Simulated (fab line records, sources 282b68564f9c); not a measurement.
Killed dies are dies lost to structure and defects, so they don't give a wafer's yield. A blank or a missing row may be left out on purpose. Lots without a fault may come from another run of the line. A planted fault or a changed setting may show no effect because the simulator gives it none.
A struck lot beside a sound one | flow rit_cmos | 43 steps out of a route of 202
Sound: wafers L440.1, L440.5, L440.6. Struck: wafers L449.2, L449.5, L449.6. The cause comes at the end.
At each step with rows: each side's tool, then ch and its chambers, then its first start. Under that, the readings that differ: sound wafers | struck wafers | difference of the means | sigmas: that difference in standard deviations of wafers without a fault.
alike: readings whose means differ by less than 2 such deviations, and words and numbers that are the same on both sides. not compared: withheld readings, readings that some wafer has no value for, bounds like >300 that may hide the same value, and numbers for which the record gives no deviation and whose values overlap.
The two part at a step that has a row with sigmas, a row that says differs or no value, or rows on one side only. Numbers that don't overlap but have no deviation are shown without sigmas and don't part them. A reading that every wafer of one side lacks parts them only if that side has two wafers or more.

RIT_SDANNEAL_RTA_03: time 5 s.
  sound on rtp_anneal-01 ch 0, day 3 11:49; struck on rtp_anneal-02 ch 0, day 5 08:02
  alike: anneal_temp_c_max, ramp_up_c_per_s, wafer_temp_C_max
RIT_SDANNEAL_RS_MEAS_04: measures by four-point-probe.
  sound on film_metro-01, day 3 11:52; struck on film_metro-01, day 5 08:06
  alike: PSD_RS
RIT_SDANNEAL_RS_MEAS_05: measures by four-point-probe.
  sound on film_metro-01, day 3 11:59; struck on film_metro-01, day 5 08:13
  alike: NSD_RS
RIT_SDANNEAL_RS_MEAS_06: measures by four-point-probe.
  sound on film_metro-01, day 3 12:07; struck on film_metro-01, day 5 08:20
  alike: PLDD_RS
RIT_SDANNEAL_RS_MEAS_07: measures by four-point-probe.
  sound on film_metro-01, day 3 12:14; struck on film_metro-01, day 5 08:28
  alike: NLDD_RS
then, 1 step without rows for these wafers: RIT_SILICIDE_WET_ETCH_00 (etches SiO2 in BOE, target depth 14 nm, time 15 s).
RIT_SILICIDE_SPUTTER_01: material Ti, target thk 30 nm, time 240 s.
  sound on pvd_sputter-04, day 3 12:22; struck on pvd_sputter-02, day 5 08:34
  alike: throttle_valve_pct
RIT_SILICIDE_RS_MEAS_02: measures by four-point-probe.
  sound on film_metro-02, day 3 12:31; struck on film_metro-02, day 5 08:44
  alike: SILICIDE_TI_RS
RIT_SILICIDE_THK_MEAS_03: measures by xrf.
  sound on film_metro-02, day 3 12:38; struck on film_metro-02, day 5 08:51
  alike: SILICIDE_TI_THK
then, 2 steps without rows for these wafers: RIT_SILICIDE_RTA_04 (time 10 s, ramp up 5 s, ramp down 5 s); RIT_SILICIDE_WET_ETCH_05 (etches Ti in SPM, time 120 s).
RIT_SILICIDE_RTA_06: time 10 s, ramp up 5 s, ramp down 10 s.
  sound on rtp_anneal-01 ch 0, day 3 12:48; struck on rtp_anneal-02 ch 0, day 5 09:01
  reading          | sound             | struck            | difference | sigmas
  wafer_temp_C_max | 756.5 755.3 758.6 | 752.6 752.9 755.4 | -3.2       | -3
  alike: anneal_temp_c_max
RIT_CONTACT_CVD_00: deposits SiO2 from TEOS, target thk 400 nm, time 61 s.
  sound on pecvd-02 ch 0,1,2, day 3 12:52; struck on pecvd-02 ch 1,2, day 5 09:04
  reading                                  | sound             | struck            | difference | sigmas
  run_length_s (s)                         | 89.8 88.4 89.2    | 86.7 86.9 87.5    | -2.1       | -3
  model.SiO2_of_CONTACT_CVD_00.thk_nm (nm) | 390.7 401.7 403.1 | 382.3 387.7 389.1 | -12.1      |
  alike: heater_power_w
RIT_CONTACT_THK_MEAS_01:
  sound on film_metro-03, day 3 12:55; struck on film_metro-01, day 5 09:08
  reading               | sound       | struck      | difference | sigmas
  CONTACT_TEOS_THK (nm) | 390 402 403 | 383 388 389 | -12        | -2
then, 6 steps without rows for these wafers: RIT_CONTACT_HMDS_02 (prime time 60 s); RIT_CONTACT_COAT_03 (resist thk 1000 nm); RIT_CONTACT_SOFTBAKE_04 (time 60 s); RIT_CONTACT_EXPOSE_05 (exposes mask M11, target cd 1000 nm); RIT_CONTACT_PEB_06; RIT_CONTACT_DEVELOP_07 (develop time 120 s).
RIT_CONTACT_CD_MEAS_08: target cd 1000 nm.
  sound on cd_sem-01, day 3 13:56; struck on cd_sem-02, day 5 10:10
  alike: cd_nm
RIT_CONTACT_OVL_MEAS_09:
  sound on overlay-01, day 3 14:04; struck on overlay-01, day 5 10:17
  alike: CONTACT_OVL
then, 1 step without rows for these wafers: RIT_CONTACT_HARDBAKE_10 (time 60 s).
RIT_CONTACT_ETCH_11: etches SiO2 in CHF3/CF4/Ar, stops on TiSi2, target depth 480 nm, time 320 s.
  sound on rie_diel-03 ch 0,1, day 3 14:17; struck on rie_diel-02 ch 0,2,3, day 5 10:28
  reading                             | sound             | struck            | difference | sigmas
  model.CONTACT.feature_depth_nm (nm) | 390.7 401.7 403.1 | 382.3 387.7 389.1 | -12.1      |
  model.etch.depth_nm (nm)            | 390.7 401.7 403.1 | 382.3 387.7 389.1 | -12.1      |
  alike: drypump_motor_current_A, oes_product_au, throttle_valve_pct
  not compared: rf_hours_counter_h
RIT_CONTACT_STRIP_12: strips in O2, time 180 s.
  sound on plasma_asher-02 ch 0,1, day 3 14:28; struck on plasma_asher-04 ch 0,1, day 5 10:39
  alike: drypump_motor_current_A
  not compared: rf_hours_counter_h
RIT_CONTACT_CD_MEAS_90: target cd 1000 nm.
  sound on cd_sem-01, day 3 14:39; struck on cd_sem-01, day 5 10:51
  alike: cd_nm
then, 2 steps without rows for these wafers: RIT_CONTACT_CLEAN_13 (cleans in SC1, time 600 s); RIT_CONTACT_CLEAN_14 (cleans in SC2, time 600 s).
RIT_M1_SPUTTER_00: material Al, target thk 400 nm, time 500 s.
  sound on pvd_sputter-01, day 3 15:09; struck on pvd_sputter-03, day 5 11:18
  alike: throttle_valve_pct
RIT_M1_RS_MEAS_01: measures by four-point-probe.
  sound on film_metro-01, day 3 15:27; struck on film_metro-03, day 5 11:37
  alike: M1_AL_RS
RIT_M1_THK_MEAS_02: measures by xrf.
  sound on film_metro-01, day 3 15:34; struck on film_metro-03, day 5 11:43
  alike: M1_AL_THK
then, 6 steps without rows for these wafers: RIT_M1_HMDS_03 (prime time 60 s); RIT_M1_COAT_04 (resist thk 1300 nm); RIT_M1_SOFTBAKE_05 (time 60 s); RIT_M1_EXPOSE_06 (exposes mask M12, target cd 2600 nm); RIT_M1_PEB_07; RIT_M1_DEVELOP_08 (develop time 68 s).
RIT_M1_CD_MEAS_09: target cd 2600 nm.
  sound on cd_sem-02, day 3 16:35; struck on cd_sem-01, day 5 12:48
  alike: cd_nm
RIT_M1_OVL_MEAS_10:
  sound on overlay-01, day 3 16:43; struck on overlay-02, day 5 12:54
  alike: M1_OVL
then, 1 step without rows for these wafers: RIT_M1_HARDBAKE_11 (time 120 s).
RIT_M1_METAL_ETCH_12: etches Al in Cl2/BCl3, stops on SiO2, time 165 s, target depth 600 nm.
  sound on rie_metal-01 ch 0,1, day 3 16:59; struck on rie_metal-01 ch 0,1, day 5 13:11
  reading                                  | sound             | struck            | difference | sigmas
  model.SiO2_of_CONTACT_CVD_00.thk_nm (nm) | 353.7 365.1 366.4 | 345.3 350.7 352.2 | -12.3      |
  alike: drypump_motor_current_A, oes_product_au, throttle_valve_pct
  not compared: rf_hours_counter_h
then, 1 step without rows for these wafers: RIT_M1_STRIP_13 (strips in nmp, time 600 s).
RIT_M1_PROBE_99:
  sound on prober-01, day 3 20:28; struck on prober-02, day 5 17:48
  alike: killed_at_contacts, killed_at_front_end, killed_dies, killed_open, killed_short

WHERE THEY PART
First at RIT_SILICIDE_RTA_06; last, within this record, at RIT_CONTACT_THK_MEAS_01. Later steps at which nothing parts them and some readings are alike: RIT_CONTACT_CD_MEAS_08, RIT_CONTACT_OVL_MEAS_09, RIT_CONTACT_ETCH_11, RIT_CONTACT_STRIP_12, RIT_CONTACT_CD_MEAS_90, RIT_M1_SPUTTER_00, RIT_M1_RS_MEAS_01, RIT_M1_THK_MEAS_02, RIT_M1_CD_MEAS_09, RIT_M1_OVL_MEAS_10, RIT_M1_METAL_ETCH_12, RIT_M1_PROBE_99.

WHY: what the simulator had put in
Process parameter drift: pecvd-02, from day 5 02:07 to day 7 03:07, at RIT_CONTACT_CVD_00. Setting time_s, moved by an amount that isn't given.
